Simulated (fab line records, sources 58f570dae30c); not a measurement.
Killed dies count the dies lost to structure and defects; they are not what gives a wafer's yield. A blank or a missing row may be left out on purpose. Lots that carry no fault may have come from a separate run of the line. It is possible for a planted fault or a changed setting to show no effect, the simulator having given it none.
Struck lot and sound lot, side by side || flow berkeley-cmos170 || 17 steps out of a route of 331
Sound: wafers L545.1, L545.2, L545.3. Wafers L557.2, L557.3, L557.4 were the ones struck. The cause comes at the end.
Per side, at each step with rows, come the tool, then ch with its chambers, and then its first start. Under that, the readings that differ: sound wafers || struck wafers || difference of the means || sigmas: that difference in standard deviations of wafers without a fault.
alike: same words and numbers on both sides, and readings whose means sit less than 2 such deviations apart. not compared: any withheld reading, any reading some wafer has no value for, any bound like >300 that may hide the same value, and any number with overlapping values for which the record gives no deviation.
Wherever a step has rows on one side only, a row that says differs or no value, or a row with sigmas, the two part there. When numbers do not overlap yet have no deviation, they are printed without sigmas and do not part them. A reading that every wafer of one side lacks parts them only if that side has two wafers or more.

UCB170_NSD_CD_MEAS_06: target cd 1200 nm.
  struck on cd-sem-02, day 10 19:56; sound on cd-sem-02, day 8 21:37
  alike: cd-nm
UCB170_NSD_OVL_MEAS_07:
  struck on overlay-01, day 10 20:02; sound on overlay-01, day 8 21:44
  alike: NSD_OVL
then, 1 step without rows for these wafers: UCB170_NSD_IMPLANT_08.
UCB170_NSD_STRIP_09: strips in O2.
  sound on plasma-asher-04 ch 0,1, day 8 21:56; struck on plasma-asher-02 ch 0,1, day 10 20:13
  alike: drypump-motor-current-A, oes-product-au, strip-time-to-endpoint-s
  not compared: rf-hours-counter-h
UCB170_NSD_TW_MEAS_10:
  struck on film-metro-02, day 10 20:20; sound on film-metro-04, day 8 22:02
  alike: NSD_TW
then, 4 steps without rows for these wafers: UCB170_NSD_CLEAN_11 (cleans in SPM, time 600 s); UCB170_BACKSIDE_HMDS_00 (prime time 60 s); UCB170_BACKSIDE_COAT_01 (resist thk 900 nm); UCB170_BACKSIDE_SOFTBAKE_02 (time 60 s).
UCB170_BACKSIDE_STRIP_03: strips in O2.
  sound on plasma-asher-03 ch 0,1, day 8 23:19; struck on plasma-asher-03 ch 0,1, day 10 21:08
  alike: drypump-motor-current-A, oes-product-au, strip-time-to-endpoint-s
  not compared: rf-hours-counter-h
then, 1 step without rows for these wafers: UCB170_BACKSIDE_CLEAN_04 (cleans in SPM, time 600 s).
UCB170_SDANNEAL_RTA_00: time 10 s.
  sound on rtp-anneal-02 ch 0, day 9 00:32; struck on rtp-anneal-01 ch 0, day 10 21:26
{"reading": "lamp-power-pct (%)", "sound": "24.01 23.99 24.05", "struck": "23.66 23.73 23.70", "difference": -0.32, "sigmas": -2}
  alike: chamber-o2-ppm, wafer_temp_C_max
UCB170_SDANNEAL_RTA_01: time 5 s.
  sound on rtp-anneal-02 ch 0, day 9 00:41; struck on rtp-anneal-01 ch 0, day 10 21:34
{"reading": "lamp-power-pct (%)", "sound": "37.08 37.03 37.10", "struck": "36.56 36.58 36.56", "difference": -0.50, "sigmas": -2}
{"reading": "wafer_temp_C_max", "sound": "1055.4 1055.5 1057.0", "struck": "1053.1 1053.7 1053.8", "difference": -2.4, "sigmas": -2}
  alike: chamber-o2-ppm
UCB170_SDANNEAL_RS_MEAS_02: measurement is done with a four-point probe.
  struck on film-metro-04, day 10 21:41; sound on film-metro-04, day 9 00:47
{"reading": "PSD_RS (ohm/sq)", "sound": "75.8 75.5 75.6", "struck": "69.8 69.9 69.8", "difference": -5.8, "sigmas": -19}
UCB170_SDANNEAL_RS_MEAS_03: measurement is done with a four-point probe.
  struck on film-metro-04, day 10 21:48; sound on film-metro-04, day 9 00:55
{"reading": "NSD_RS (ohm/sq)", "sound": "37.33 37.31 37.32", "struck": "36.13 36.19 36.06", "difference": -1.19, "sigmas": -15}
UCB170_SDANNEAL_RS_MEAS_04: measurement is done with a four-point probe.
  struck on film-metro-04, day 10 21:55; sound on film-metro-04, day 9 01:02
  alike: PLDD_RS
UCB170_M3_PROBE_99:
  struck on prober-01, day 11 21:45; sound on prober-02, day 9 21:28
{"reading": "model.etest.contact-ppoly.end-ohm-um", "sound": "239.3 240.6 232.1", "struck": "216.8 217.6 219.2", "difference": -19.5, "sigmas": ""}
{"reading": "model.etest.vpnp.gain", "sound": "11.23 11.12 11.43", "struck": "12.09 12.06 12.04", "difference": "+0.80", "sigmas": ""}

== WHERE THEY PART ==
Last at UCB170_SDANNEAL_RS_MEAS_03 as far as this record goes, first at UCB170_SDANNEAL_RTA_00. Later steps at which nothing parts them and some readings are alike: UCB170_SDANNEAL_RS_MEAS_04.

WHY: what had been put in by the simulator
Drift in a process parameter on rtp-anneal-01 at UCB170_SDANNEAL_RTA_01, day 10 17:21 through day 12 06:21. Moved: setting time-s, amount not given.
